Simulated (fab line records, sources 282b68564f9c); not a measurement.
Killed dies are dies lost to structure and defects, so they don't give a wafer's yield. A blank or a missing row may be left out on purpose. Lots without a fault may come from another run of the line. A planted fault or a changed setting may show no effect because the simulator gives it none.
fab line records | flow rit_cmos
record lots=6 wafers=18 last_day=7
route steps=202 shown ACTIVE@11 FOX1@20 FOX2@23 NWELL@28 PWELL@39 WELLDRIVE@50 SILICIDE@161 M1@202
lots that met no fault: from a run of the same line without faults
start_h: hours from the record's first day to the start of the lot's first wafer shown | wait_h: hours since the lot's step before | " the same as in the row above | L1.1+2: a row that stands for several wafers | - no value, or no start given | * or withheld: withheld | < > ~ a bound
route shown NAME@n: a module of which the file shows steps, and the number in the route of the first | usual: mean/standard deviation of fault-free wafers | same: alike in all rows | chamber/n: place in a boat | sites: the reading at each site | _std_site: their standard deviation | _edge_site: outer sites' mean less inner sites' | radius_mm: how far each site lies from the wafer's centre | mask NAME#n: copy n | behind: the tool/chamber that last shaped the wafer | hold: why the lot was held/for how many hours/how that ended | device: the transistor (n, p or np) that didn't switch | end of line: the same wafers' tests at the end of the route | a step without rows: its recipe alone | killed: dies lost to structure and defects at the first sort, not the wafer's yield | map: a wafer's dies, x killed, . not, _ none there
set.NAME: the setting as run; set.NAME@STEP: as run at that earlier step | model.NAME: the simulator's own value behind a step, which no gauge read
lots at some steps of the route; a table a step, a row a wafer
services: from which hour (start_h, from the record's first day; less than 0 if before it) a tool's chamber was out of use, for how many hours, and why
## steps
# step RIT_ACTIVE_DEVELOP_10
# recipe resist=NOVOLAK develop_time_s=50 dev_temp_c=23
# step RIT_ACTIVE_CD_MEAS_11
# recipe target_cd_nm=1400
# usual cd_nm=1399.4/2.1
# columns lot.wafer tool chamber start_h wait_h cd_nm
L488.2 cd_sem-02 - 15.12 - 1395.3
L488.3 " - " " 1396.5
L488.5 " - " " 1396.8
L489.1 cd_sem-02 - 20.53 - 1394.4
L489.3 " - " " 1395.9
L489.5 " - " " 1395.3
L501.2 cd_sem-02 - 79.65 - 1400.9
L501.3 " - " " 1400.8
L501.6 " - " " 1401.9
L502.1 cd_sem-02 - 85.13 - 1400.5
L502.3 " - " " 1400.3
L502.4 " - " " 1401.0
L504.1 cd_sem-02 - 95.50 - 1400.8
L504.3 " - " " 1400.6
L504.5 " - " " 1398.7
L505.1 cd_sem-02 - 105.64 - 1397.3
L505.2 " - " " 1396.9
L505.5 " - " " 1398.9
# step RIT_ACTIVE_HARDBAKE_12
# recipe resist=NOVOLAK temp_c=140 time_s=60
# step RIT_ACTIVE_ETCH_13
# recipe stop_on=SiO2 chemistry=SF6 target=Si3N4 time_s=210 over_etch_frac=0.4 SF6_flow_sccm=200 pressure_mtorr=260 rf_w=125 target_depth_a=2100
# usual chamber_pressure_mTorr=259.98/0.24 drypump_motor_current_A=5.6/0.5 oes_product_au=0.822/0.011 throttle_valve_pct=7.47/0.14
# same over_etch_frac=0.4
# columns lot.wafer tool chamber start_h wait_h chamber_pressure_mTorr drypump_motor_current_A oes_product_au rf_hours_counter_h throttle_valve_pct
L488.2 rie_diel-04 1 15.37 0.1 260.05 4.8 0.829 2 7.47
L488.3 " 0 " " 260.07 5.5 0.817 66 7.32
L488.5 " 2 " " 260.52 5.6 0.815 - 7.54
L489.1 rie_diel-02 2 20.80 0.1 259.62 6.6 0.848 157 7.64
L489.3 " 1 " " 259.71 5.5 0.831 52 7.61
L489.5 " 0 " " 260.15 5.7 0.823 - 7.69
L501.2 rie_diel-04 0 79.90 0.1 259.52 5.5 0.813 68 7.31
L501.3 " 3 " " 260.07 6.6 0.822 73 7.41
L501.6 " 0 " " 259.99 5.5 0.819 - 7.31
L502.1 rie_diel-04 2 85.40 0.1 259.92 5.6 0.813 161 7.54
L502.3 " 1 " " 260.35 4.9 0.818 3 7.46
L502.4 " 0 " " 260.09 5.5 0.820 68 7.31
L504.1 rie_diel-04 1 95.77 0.1 259.91 4.8 0.823 3 7.46
L504.3 " 2 " " 260.16 5.6 0.815 161 7.53
L504.5 " 2 " " 260.47 5.6 0.802 - 7.56
L505.1 rie_diel-03 3 105.91 0.1 259.51 5.6 0.824 54 7.20
L505.2 " 1 " " 259.78 5.5 0.812 64 7.60
L505.5 " 3 " " 259.59 5.6 0.829 - 7.20
# step RIT_ACTIVE_STRIP_14
# recipe chemistry=O2 time_s=180 resist=NOVOLAK platen_temp_c=withheld power_w=500 pressure_mtorr=4000 o2_flow_sccm=4000
# usual chamber_pressure_mTorr=4000/3.4 drypump_motor_current_A=6.0/0.38
# columns lot.wafer tool chamber start_h wait_h chamber_pressure_mTorr drypump_motor_current_A rf_hours_counter_h
L488.2 plasma_asher-04 0 15.51 0.1 3995 6.3 38
L488.3 " 1 " " 3998 6.7 -
L488.5 " 1 " " 4006 6.7 -
L489.1 plasma_asher-01 0 20.93 0.1 3995 5.6 19
L489.3 " 0 " " 3993 5.6 -
L489.5 " 1 " " 4003 5.7 -
L501.2 plasma_asher-04 0 80.03 0.1 4000 6.3 46
L501.3 " 0 " " 3996 6.3 -
L501.6 " 1 " " 4001 6.7 -
L502.1 plasma_asher-03 1 85.53 0.1 3997 5.7 44
L502.3 " 0 " " 4001 6.0 -
L502.4 " 1 " " 4001 5.7 -
L504.1 plasma_asher-04 0 95.91 0.1 4001 6.3 47
L504.3 " 1 " " 3997 6.7 -
L504.5 " 1 " " 4001 6.6 -
L505.1 plasma_asher-03 1 106.05 0.1 3996 5.7 46
L505.2 " 0 " " 4004 6.0 46
L505.5 " 0 " " 4003 6.0 -
# step RIT_ACTIVE_CD_MEAS_90
# recipe target_cd_nm=1400
# usual cd_nm=1399.3/2
# columns lot.wafer tool chamber start_h wait_h cd_nm
L488.2 cd_sem-02 - 15.70 0.1 1395.6
L488.3 " - " " 1396.2
L488.5 " - " " 1396.8
L489.1 cd_sem-02 - 21.10 0.1 1393.9
L489.3 " - " " 1396.1
L489.5 " - " " 1395.2
L501.2 cd_sem-02 - 80.23 0.1 1400.7
L501.3 " - " " 1400.9
L501.6 " - " " 1401.8
L502.1 cd_sem-02 - 85.70 0.1 1400.6
L502.3 " - " " 1400.0
L502.4 " - " " 1400.7
L504.1 cd_sem-01 - 96.08 0.1 1400.4
L504.3 " - " " 1400.8
L504.5 " - " " 1399.1
L505.1 cd_sem-02 - 106.22 0.1 1397.3
L505.2 " - " " 1396.8
L505.5 " - " " 1398.8
# step RIT_ACTIVE_CLEAN_15
# recipe chemistry=SC1 mix=3:3:50 time_s=600 temp_c=75
# step RIT_ACTIVE_CLEAN_16
# recipe chemistry=dHF dilution=50:1 time_s=30
# step RIT_ACTIVE_CLEAN_17
# recipe chemistry=SC2 mix=3:3:50 time_s=600 temp_c=75 dry=n2_spin
# step RIT_FOX1_OXIDATION_00
# recipe temp_c=1100 ambient=H2O target_thk_a=3507 p_h2o_torr=720 ox_time_s=1130
# step RIT_FOX1_THK_MEAS_01
# recipe reads=SiO2_of_FOX1_OXIDATION_00
# usual FOX1_OXIDE_THK=349/6.4
# columns lot.wafer tool chamber start_h wait_h FOX1_OXIDE_THK[nm]
L488.2 film_metro-04 - 18.05 0.0 349
L488.3 " - " " 353
L488.5 " - " " 349
L489.1 film_metro-01 - 22.91 0.0 355
L489.3 " - " " 354
L489.5 " - " " 354
L501.2 film_metro-04 - 83.04 0.0 345
L501.3 " - " " 339
L501.6 " - " " 347
L502.1 film_metro-03 - 88.03 0.0 357
L502.3 " - " " 349
L502.4 " - " " 356
L504.1 film_metro-04 - 104.07 0.0 352
L504.3 " - " " 350
L504.5 " - " " 352
L505.1 film_metro-01 - 109.12 0.0 345
L505.2 " - " " 341
L505.5 " - " " 341
# step RIT_FOX1_WET_ETCH_02
# recipe chemistry=BOE target_depth_nm=350 time_s=390 temp_c=21.5 dry=n2_spin dilution=10:1 target=SiO2
# step RIT_FOX2_OXIDATION_00
# recipe temp_c=1100 ambient=H2O target_thk_a=3507 p_h2o_torr=720 ox_time_s=1130
# usual ox_temp_c=1100.1/0.43 tube_center_temp_C=1100/0.099 tube_center_temp_C_max=1102.8/0.45 zone_power_source_pct=43/4.5
# columns lot.wafer tool chamber start_h wait_h ox_temp_c tube_center_temp_C tube_center_temp_C_max zone_power_source_pct model.SiO2_of_FOX2_OXIDATION_00.thk_nm
L488.2 furnace-03 0 18.39 0.2 1100.0 1099.8 1102.9 45 357.7
L488.3 " 0 " " 1100.1 1100 1102.3 47 355
L488.5 " 0 " " 1100.7 1099.9 1102.2 46 357.8
L489.1 furnace-04 0 23.08 0.0 1100.2 1100 1102.8 46 356.1
L489.3 " 0 " " 1100.3 1100 1102.9 46 357
L489.5 " 0 " " 1100.5 1100 1103.2 45 355.1
L501.2 furnace-04 0 83.69 0.5 1100.2 1100 1101.9 46 389.8
L501.3 " 0 " " 1099.4 1100 1102.5 44 387.1
L501.6 " 0 " " 1101.1 1099.9 1102.9 46 391
L502.1 furnace-04 0 88.21 0.0 1099.6 1100.2 1102.4 45 389
L502.3 " 0 " " 1100.7 1099.9 1102.5 46 393.4
L502.4 " 0 " " 1100.4 1099.9 1102.5 46 391.6
L504.1 furnace-01 0 104.25 0.0 1100.0 1100 1103.2 35 361.6
L504.3 " 0 " " 1100.0 1100 1102.2 36 359.5
L504.5 " 0 " " 1100.1 1100 1102.5 36 363.1
L505.1 furnace-03 0 110.68 1.2 1099.0 1099.8 1102.7 45 352.9
L505.2 " 0 " " 1099.8 1100.1 1102.4 47 353.4
L505.5 " 0 " " 1100.2 1099.8 1103.2 46 357.9
# step RIT_FOX2_THK_MEAS_01
# recipe reads=SiO2_of_FOX2_OXIDATION_00
# usual FOX2_OXIDE_THK=352/6
# columns lot.wafer tool chamber start_h wait_h FOX2_OXIDE_THK[nm]
L488.2 film_metro-04 - 19.71 0.0 358
L488.3 " - " " 355
L488.5 " - " " 358
L489.1 film_metro-04 - 24.40 0.0 356
L489.3 " - " " 357
L489.5 " - " " 355
L501.2 film_metro-04 - 85.01 0.0 390
L501.3 " - " " 387
L501.6 " - " " 391
L502.1 film_metro-01 - 89.52 0.0 388
L502.3 " - " " 393
L502.4 " - " " 391
L504.1 film_metro-02 - 105.56 0.0 362
L504.3 " - " " 360
L504.5 " - " " 363
L505.1 film_metro-04 - 112.00 0.0 353
L505.2 " - " " 353
L505.5 " - " " 358
# step RIT_FOX2_CLEAN_02
# recipe chemistry=dHF dilution=50:1 time_s=180
# step RIT_FOX2_WET_ETCH_03
# recipe chemistry=H3PO4 target=Si3N4 target_depth_nm=195 temp_c=165 time_s=2700
# step RIT_FOX2_THK_MEAS_90
# recipe reads=SiO2_of_FOX2_OXIDATION_00
# usual FIELD_OXIDE_LEFT_1_THK=325/5.9
# columns lot.wafer tool chamber start_h wait_h FIELD_OXIDE_LEFT_1_THK[nm]
L488.2 film_metro-02 - 20.59 0.0 330
L488.3 " - " " 327
L488.5 " - " " 330
L489.1 film_metro-02 - 25.34 0.0 329
L489.3 " - " " 330
L489.5 " - " " 328
L501.2 film_metro-04 - 85.89 0.0 362
L501.3 " - " " 359
L501.6 " - " " 364
L502.1 film_metro-04 - 90.40 0.0 361
L502.3 " - " " 365
L502.4 " - " " 364
L504.1 film_metro-02 - 106.44 0.0 334
L504.3 " - " " 332
L504.5 " - " " 335
L505.1 film_metro-01 - 112.95 0.0 325
L505.2 " - " " 326
L505.5 " - " " 331
# step RIT_NWELL_HMDS_00
# recipe prime_time_s=60 prime_temp_c=140
# step RIT_NWELL_COAT_01
# recipe resist=NOVOLAK spin_rpm=2000 resist_thk_nm=1300
# step RIT_NWELL_SOFTBAKE_02
# recipe resist=NOVOLAK temp_c=90 time_s=60
# step RIT_NWELL_EXPOSE_03
# recipe mask_id=M2 na=0.57 target_cd_nm=43900 dose_mj=250
# step RIT_NWELL_PEB_04
# recipe resist=NOVOLAK temp_c=withheld time_s=withheld
# step RIT_NWELL_DEVELOP_05
# recipe resist=NOVOLAK develop_time_s=68 dev_temp_c=23
# step RIT_NWELL_OVL_MEAS_06
# usual NWELL_OVL=0.6/1.4
# columns lot.wafer tool chamber start_h wait_h NWELL_OVL[nm]
L488.2 overlay-02 - 21.55 - 1.6
L488.3 " - " " 2.8
L488.5 " - " " 2.2
L489.1 overlay-02 - 26.41 - 1.5
L489.3 " - " " 3.2
L489.5 " - " " 2.1
L501.2 overlay-02 - 86.97 - 1.3
L501.3 " - " " 2.3
L501.6 " - " " 2.3
L502.1 overlay-01 - 91.54 - -1.1
L502.3 " - " " -0.6
L502.4 " - " " -2.3
L504.1 overlay-02 - 107.50 - 0.7
L504.3 " - " " -1.4
L504.5 " - " " -1.7
L505.1 overlay-01 - 113.98 - 3.6
L505.2 " - " " 0.7
L505.5 " - " " 2.4
# step RIT_NWELL_HARDBAKE_07
# recipe resist=NOVOLAK temp_c=140 time_s=120
# step RIT_NWELL_IMPLANT_08
# recipe species=P energy_kev=170 dose_cm2=5e+13 tilt_deg=7
# step RIT_NWELL_STRIP_09
# recipe chemistry=O2 time_s=180 resist=NOVOLAK platen_temp_c=withheld power_w=500 pressure_mtorr=4000 o2_flow_sccm=4000
# usual chamber_pressure_mTorr=4000/3.6 drypump_motor_current_A=5.71/0.28
# columns lot.wafer tool chamber start_h wait_h chamber_pressure_mTorr drypump_motor_current_A rf_hours_counter_h
L488.2 plasma_asher-01 1 22.05 0.1 4002 5.70 20
L488.3 " 0 " " 3999 5.62 -
L488.5 " 0 " " 4001 5.62 -
L489.1 plasma_asher-01 0 26.84 0.1 3998 5.62 20
L489.3 " 1 " " 3998 5.63 -
L489.5 " 1 " " 4002 5.64 -
L501.2 plasma_asher-03 1 87.40 0.1 3998 5.65 44
L501.3 " 0 " " 3997 6.04 -
L501.6 " 0 " " 4000 6.03 -
L502.1 plasma_asher-01 0 91.98 0.1 4000 5.61 27
L502.3 " 0 " " 3992 5.60 -
L502.4 " 1 " " 4002 5.62 -
L504.1 plasma_asher-02 0 107.94 0.1 4001 6.06 47
L504.3 " 0 " " 3998 6.07 -
L504.5 " 1 " " 4011 5.27 -
L505.1 plasma_asher-03 1 114.55 0.2 4000 5.66 47
L505.2 " 0 " " 4000 6.02 47
L505.5 " 0 " " 4005 6.04 -
# step RIT_NWELL_TW_MEAS_10
# usual NWELL_TW=2144/19
# columns lot.wafer tool chamber start_h wait_h NWELL_TW
L488.2 film_metro-04 - 22.24 0.1 2141
L488.3 " - " " 2153
L488.5 " - " " 2152
L489.1 film_metro-03 - 27.02 0.1 2162
L489.3 " - " " 2177
L489.5 " - " " 2169
L501.2 film_metro-03 - 87.58 0.1 2151
L501.3 " - " " 2154
L501.6 " - " " 2149
L502.1 film_metro-03 - 92.15 0.1 2151
L502.3 " - " " 2145
L502.4 " - " " 2143
L504.1 film_metro-04 - 108.11 0.1 2150
L504.3 " - " " 2147
L504.5 " - " " 2136
L505.1 film_metro-04 - 114.73 0.1 2139
L505.2 " - " " 2138
L505.5 " - " " 2147
# step RIT_PWELL_HMDS_00
# recipe prime_time_s=60 prime_temp_c=140
# step RIT_PWELL_COAT_01
# recipe resist=NOVOLAK spin_rpm=2000 resist_thk_nm=1300
# step RIT_PWELL_SOFTBAKE_02
# recipe resist=NOVOLAK temp_c=90 time_s=60
# step RIT_PWELL_EXPOSE_03
# recipe mask_id=M3 na=0.57 target_cd_nm=43700 dose_mj=250
# step RIT_PWELL_PEB_04
# recipe resist=NOVOLAK temp_c=withheld time_s=withheld
# step RIT_PWELL_DEVELOP_05
# recipe resist=NOVOLAK develop_time_s=68 dev_temp_c=23
# step RIT_PWELL_OVL_MEAS_06
# usual PWELL_OVL=-0.1/1.6
# columns lot.wafer tool chamber start_h wait_h PWELL_OVL[nm]
L488.2 overlay-01 - 23.17 - -2.2
L488.3 " - " " -2.9
L488.5 " - " " -1.8
L489.1 overlay-01 - 28.23 - -0.9
L489.3 " - " " -0.5
L489.5 " - " " -0.6
L501.2 overlay-02 - 88.52 - -0.3
L501.3 " - " " -1.6
L501.6 " - " " -0.7
L502.1 overlay-02 - 93.09 - 1.6
L502.3 " - " " 0.1
L502.4 " - " " 3.1
L504.1 overlay-02 - 109.18 - 1.6
L504.3 " - " " -0.6
L504.5 " - " " 1.2
L505.1 overlay-01 - 115.79 - -0.5
L505.2 " - " " -0.6
L505.5 " - " " 0.6
# step RIT_PWELL_HARDBAKE_07
# recipe resist=NOVOLAK temp_c=140 time_s=120
# step RIT_PWELL_IMPLANT_08
# recipe species=B energy_kev=170 dose_cm2=7e+13 tilt_deg=7
# step RIT_PWELL_STRIP_09
# recipe chemistry=O2 time_s=180 resist=NOVOLAK platen_temp_c=withheld power_w=500 pressure_mtorr=4000 o2_flow_sccm=4000
# usual chamber_pressure_mTorr=4000/3.6 drypump_motor_current_A=5.9/0.44
# columns lot.wafer tool chamber start_h wait_h chamber_pressure_mTorr drypump_motor_current_A rf_hours_counter_h
L488.2 plasma_asher-01 0 23.60 0.1 4002 5.6 20
L488.3 " 0 " " 4009 5.6 -
L488.5 " 1 " " 3998 5.6 -
L489.1 plasma_asher-02 1 28.67 0.1 3999 5.3 39
L489.3 " 0 " " 3999 6.1 -
L489.5 " 0 " " 4004 6.1 -
L501.2 plasma_asher-01 0 88.95 0.1 4000 5.6 27
L501.3 " 1 " " 4002 5.6 -
L501.6 " 1 " " 4006 5.6 -
L502.1 plasma_asher-02 1 93.53 0.1 4002 5.2 46
L502.3 " 1 " " 4001 5.2 -
L502.4 " 0 " " 3998 6.1 -
L504.1 plasma_asher-01 0 109.62 0.1 4004 5.6 29
L504.3 " 1 " " 3998 5.7 -
L504.5 " 1 " " 4001 5.6 -
L505.1 plasma_asher-01 0 116.23 0.1 4004 5.6 30
L505.2 " 1 " " 4002 5.7 30
L505.5 " 1 " " 4000 5.7 -
# step RIT_PWELL_TW_MEAS_10
# usual PWELL_TW=948/9.2
# columns lot.wafer tool chamber start_h wait_h PWELL_TW
L488.2 film_metro-02 - 23.79 0.1 941
L488.3 " - " " 943
L488.5 " - " " 940
L489.1 film_metro-04 - 28.84 0.1 942
L489.3 " - " " 949
L489.5 " - " " 949
L501.2 film_metro-03 - 89.14 0.1 959
L501.3 " - " " 959
L501.6 " - " " 951
L502.1 film_metro-02 - 93.70 0.1 939
L502.3 " - " " 941
L502.4 " - " " 940
L504.1 film_metro-03 - 109.79 0.1 977
L504.3 " - " " 968
L504.5 " - " " 964
L505.1 film_metro-04 - 116.40 0.1 952
L505.2 " - " " 949
L505.5 " - " " 953
# step RIT_WELLDRIVE_ANNEAL_00
# recipe temp_c=1100 time_s=14700 ambient=N2
# step RIT_WELLDRIVE_RS_MEAS_01
# recipe thk_meas_gauge=four-point-probe
# usual NWELL_RS=275.4/0.73
# columns lot.wafer tool chamber start_h wait_h NWELL_RS[ohm/sq]
L488.2 film_metro-04 - 29.50 0.0 274.5
L488.3 " - " " 274.3
L488.5 " - " " 274.5
L489.1 film_metro-02 - 33.99 0.0 276.5
L489.3 " - " " 276.1
L489.5 " - " " 276.0
L501.2 film_metro-03 - 95.90 0.0 275.3
L501.3 " - " " 274.6
L501.6 " - " " 275.0
L502.1 film_metro-03 - 103.31 0.0 275.9
L502.3 " - " " 276.0
L502.4 " - " " 275.5
L504.1 film_metro-02 - 115.90 0.0 275.3
L504.3 " - " " 275.6
L504.5 " - " " 275.6
L505.1 film_metro-04 - 123.15 0.0 274.6
L505.2 " - " " 274.2
L505.5 " - " " 274.8
# step RIT_WELLDRIVE_RS_MEAS_02
# recipe thk_meas_gauge=four-point-probe
# usual PWELL_RS=429.3/1.2
# columns lot.wafer tool chamber start_h wait_h PWELL_RS[ohm/sq]
L488.2 film_metro-04 - 29.62 0.1 428.9
L488.3 " - " " 429.0
L488.5 " - " " 429.5
L489.1 film_metro-02 - 34.11 0.1 431.1
L489.3 " - " " 429.4
L489.5 " - " " 430.3
L501.2 film_metro-03 - 96.02 0.1 429.1
L501.3 " - " " 429.5
L501.6 " - " " 429.3
L502.1 film_metro-03 - 103.43 0.1 431.7
L502.3 " - " " 429.6
L502.4 " - " " 431.1
L504.1 film_metro-02 - 116.02 0.1 428.4
L504.3 " - " " 429.0
L504.5 " - " " 427.7
L505.1 film_metro-04 - 123.27 0.1 430.5
L505.2 " - " " 429.4
L505.5 " - " " 429.8
# step RIT_FOX2_THK_MEAS_91
# recipe reads=SiO2_of_FOX2_OXIDATION_00
# usual FIELD_OXIDE_LEFT_2_THK=257/5.9
# columns lot.wafer tool chamber start_h wait_h FIELD_OXIDE_LEFT_2_THK[nm]
L488.2 film_metro-01 - 33.51 0.0 262
L488.3 " - " " 259
L488.5 " - " " 262
L489.1 film_metro-01 - 38.21 0.0 261
L489.3 " - " " 262
L489.5 " - " " 260
L501.2 film_metro-01 - 100.58 0.0 294
L501.3 " - " " 291
L501.6 " - " " 296
L502.1 film_metro-02 - 107.13 0.0 294
L502.3 " - " " 298
L502.4 " - " " 297
L504.1 film_metro-04 - 119.68 0.0 266
L504.3 " - " " 263
L504.5 " - " " 267
L505.1 film_metro-01 - 127.26 0.0 256
L505.2 " - " " 257
L505.5 " - " " 261
# step RIT_SILICIDE_WET_ETCH_00
# recipe chemistry=BOE target=SiO2 target_depth_nm=14 time_s=15 dry=n2_spin dilution=10:1 temp_c=21.5
# columns lot.wafer tool chamber start_h wait_h model.SiO2_of_FOX2_OXIDATION_00.thk_nm
L488.2 wet_bench-02 3 51.86 0.1 156.6
L488.3 " 3 " " 153.9
L488.5 " 3 " " 157.4
L489.1 wet_bench-04 2 57.82 0.1 155.8
L489.3 " 2 " " 156.7
L489.5 " 2 " " 154
L501.2 wet_bench-02 0 122.62 0.1 189.5
L501.3 " 0 " " 185.8
L501.6 " 0 " " 190.1
L502.1 wet_bench-01 0 126.83 0.1 188.9
L502.3 " 0 " " 194
L502.4 " 0 " " 192.8
L504.1 wet_bench-04 3 139.59 0.1 160.4
L504.3 " 3 " " 157.2
L504.5 " 3 " " 160
L505.1 wet_bench-04 0 150.29 0.1 150.4
L505.2 " 0 " " 151.7
L505.5 " 0 " " 156.1
# step RIT_M1_PROBE_99
# usual killed_at_contacts=0.1/0.23 killed_at_front_end=7/3.1 killed_dies=7/3.1 killed_open=3.3/2 killed_short=3.6/1.9
# same gross_dies=264 killed_at_M0_to_M3=0 killed_at_M4_up=0 killed_at_back_side=0 killed_at_other=0
# columns lot.wafer tool chamber start_h wait_h killed_at_contacts killed_at_front_end killed_dies killed_open killed_short model.etest.pldd.width_nm model.etest.nldd.width_nm model.etest.nplus_sal.width_nm model.etest.pplus_sal.width_nm model.etest.pwell.rs_ohm_sq model.etest.field_n.vt_v model.etest.field_p_metal.vt_v model.etest.field_p.vt_v
L488.2 prober-02 - 59.08 0.1 0 4 4 2 2 3166 3162 3459 3424 422.4 35.58 -28.75 -12.71
L488.3 prober-02 - 59.13 0.2 0 8 8 3 5 3171 3171 3437 3443 422.8 35.28 -28.44 -12.73
L488.5 prober-02 - 59.23 0.2 0 10 10 3 7 3159 3168 3442 3434 420.3 35.55 -29.2 -12.76
L489.1 prober-01 - 64.58 0.1 0 4 4 3 1 3150 3149 3431 3418 417.2 35.43 -28.63 -12.54
L489.3 prober-01 - 64.68 0.2 0 5 5 1 4 3145 3145 3407 3433 410.4 35.56 -28.89 -12.56
L489.5 prober-01 - 64.78 0.2 0 5 5 3 2 3150 3154 3443 3445 419.7 35.3 -28.9 -12.65
L501.2 prober-01 - 129.43 0.1 1 8 9 5 4 3139 3135 3425 3429 435.3 39.83 -28.6 -13.36
L501.3 prober-01 - 129.48 0.2 0 7 7 1 6 3129 3150 3450 3444 432.8 39.52 -28.26 -13.33
L501.6 prober-01 - 129.63 0.2 0 7 7 3 4 3130 3131 3427 3427 433.1 39.99 -28.5 -13.41
L502.1 prober-02 - 133.62 0.1 0 3 3 1 2 3120 3109 3417 3411 437 39.65 -28.45 -13.32
L502.3 prober-02 - 133.72 0.2 0 7 7 4 3 3144 3109 3413 3390 440.9 40.07 -28.61 -13.52
L502.4 prober-02 - 133.77 0.2 0 7 7 2 5 3099 3101 3401 3384 439.5 39.89 -29.07 -13.45
L504.1 prober-02 - 146.73 0.1 0 5 5 3 2 3164 3175 3443 3455 423.9 36.16 -27.97 -12.5
L504.3 prober-02 - 146.83 0.2 0 4 4 2 2 3172 3178 3434 3466 422.7 35.81 -27.57 -12.42
L504.5 prober-02 - 146.93 0.2 0 5 5 4 1 3170 3181 3459 3470 419.6 36.44 -27.63 -12.56
L505.1 prober-02 - 157.24 0.1 0 6 6 1 5 3176 3184 3454 3438 406 34.73 -29.29 -12.6
L505.2 prober-02 - 157.29 0.1 0 7 7 2 5 3184 3167 3444 3452 414.2 34.96 -29.35 -12.68
L505.5 prober-02 - 157.44 0.2 0 5 5 3 2 3187 3181 3439 3434 411.1 35.42 -29.47 -12.68
# killed by level:class
L488.2 GATE:geometric_particle:short=2 GATE:geometric_particle:open=1 REOX:geometric_particle:open=1
L488.3 GATE:geometric_particle:short=2 REOX:geometric_particle:open=2 FOX2:geometric_particle:short=1 GATE:geometric_particle:open=1 REOX:geometric_particle:short=1 SPACER:geometric_particle:short=1
L488.5 FOX1:geometric_particle:short=2 GATE:geometric_particle:short=2 FOX1:geometric_particle:open=1 FOX2:geometric_particle:short=1 GATE:geometric_particle:open=1 REOX:geometric_particle:short=1 SPACER:geometric_particle:short=1 SPACER:geometric_particle:open=1
L489.1 SILICIDE:geometric_particle:open=2 FOX1:geometric_particle:short=1 GATE:geometric_particle:open=1
L489.3 GATE:geometric_particle:short=3 FOX2:geometric_particle:short=1 SILICIDE:geometric_particle:open=1
L489.5 REOX:geometric_particle:open=2 FOX1:geometric_particle:open=1 REOX:geometric_particle:short=1 SPACER:geometric_particle:short=1
L501.2 FOX1:geometric_particle:short=2 GATE:geometric_particle:open=2 FOX1:geometric_particle:open=1 FOX2:geometric_particle:open=1 REOX:geometric_particle:open=1 SPACER:geometric_particle:short=1 CONTACT:geometric_particle:short=1
L501.3 REOX:geometric_particle:short=4 FOX1:geometric_particle:short=1 SPACER:geometric_particle:open=1 SPACER:geometric_particle:short=1
L501.6 REOX:geometric_particle:short=2 REOX:geometric_particle:open=2 GATE:geometric_particle:short=1 SILICIDE:geometric_particle:short=1 SILICIDE:geometric_particle:open=1
L502.1 FOX2:geometric_particle:short=1 SPACER:geometric_particle:short=1 SILICIDE:geometric_particle:open=1
L502.3 GATE:geometric_particle:short=2 FOX1:geometric_particle:open=1 GATE:geometric_particle:open=1 SPACER:geometric_particle:short=1 SPACER:geometric_particle:open=1 SILICIDE:geometric_particle:open=1
L502.4 GATE:geometric_particle:short=2 SILICIDE:geometric_particle:short=2 FOX1:geometric_particle:open=1 GATE:geometric_particle:open=1 SPACER:geometric_particle:short=1
L504.1 GATE:geometric_particle:open=2 FOX2:geometric_particle:short=1 REOX:geometric_particle:short=1 SILICIDE:geometric_particle:open=1
L504.3 FOX1:geometric_particle:open=1 FOX2:geometric_particle:short=1 GATE:geometric_particle:open=1 SPACER:geometric_particle:short=1
L504.5 REOX:geometric_particle:open=2 GATE:geometric_particle:open=1 GATE:geometric_particle:short=1 SILICIDE:geometric_particle:open=1
L505.1 GATE:geometric_particle:short=3 FOX1:geometric_particle:short=2 GATE:geometric_particle:open=1
L505.2 GATE:geometric_particle:short=2 FOX1:geometric_particle:open=1 FOX2:geometric_particle:short=1 GATE:geometric_particle:open=1 REOX:geometric_particle:short=1 SPACER:geometric_particle:short=1
L505.5 FOX1:geometric_particle:short=2 REOX:geometric_particle:open=2 FOX2:geometric_particle:open=1
## services
# columns tool chamber start_h hours kind
plasma_asher-03 - -5.15 1.1 repair
furnace-04 - -1.18 3.2 pm
rie_diel-03 1 0.23 5.1 repair
rie_diel-03 3 1.76 6.3 repair
plasma_asher-01 - 5.06 2.8 pm
rie_diel-04 3 17.71 13.5 repair
plasma_asher-03 - 18.98 5.8 repair
wet_bench-02 - 35.92 2.2 repair
plasma_asher-01 - 50.84 2.4 repair
furnace-01 - 55.74 4.0 pm
rie_diel-04 1 57.95 8.6 repair
rie_diel-04 3 64.58 5.8 repair
plasma_asher-04 - 82.67 4.3 pm
rie_diel-04 0 86.34 29.9 repair
furnace-04 - 89.52 10.4 pm
plasma_asher-03 - 92.75 3.4 repair
plasma_asher-04 - 100.14 10.0 pm
plasma_asher-01 - 102.78 0.8 repair
rie_diel-04 - 105.57 2.8 pm
plasma_asher-02 - 108.75 9.0 pm
rie_diel-04 1 130.67 16.5 repair
furnace-04 - 144.13 2.9 pm
plasma_asher-04 - 145.66 1.5 repair
rie_diel-04 - 146.99 1.3 repair
## key
first_sign step=RIT_FOX2_THK_MEAS_01 reading=FOX2_OXIDE_THK direction=up sigmas=6.4 usual=352 struck=390
effect step=RIT_FOX2_THK_MEAS_90 reading=FIELD_OXIDE_LEFT_1_THK direction=up sigmas=6.4 usual=325 struck=363
effect step=RIT_FOX2_THK_MEAS_91 reading=FIELD_OXIDE_LEFT_2_THK direction=up sigmas=6.5 usual=257 struck=295
model_effect step=RIT_FOX2_OXIDATION_00 value=SiO2_of_FOX2_OXIDATION_00.thk_nm without=349.9 struck=390.3
model_effect step=RIT_SILICIDE_WET_ETCH_00 value=SiO2_of_FOX2_OXIDATION_00.thk_nm without=149.7 struck=190.2
model_effect step=RIT_M1_PROBE_99 value=etest.pldd.width_nm without=3180 struck=3127
met_at RIT_FOX2_OXIDATION_00
struck_wafers L501.2,L501.3,L501.6,L502.1,L502.3,L502.4
tester_left_out L501,L502
onset_between 23.08 83.69
fault kind=process_parameter_drift tool=furnace-04 chamber=- onset_h=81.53 steps=RIT_FOX2_OXIDATION_00 channel=ox_time_s offset=* shape=step end_h=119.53 acts_in=* stated=*
# tester_left_out: of these lots the tester's yield and bins aren't shown, on N5 and GAA mostly nor the transistor test; their killed dies are dies lost to structure and defects alone, not to doping, threshold or leakage, so they don't give the yield
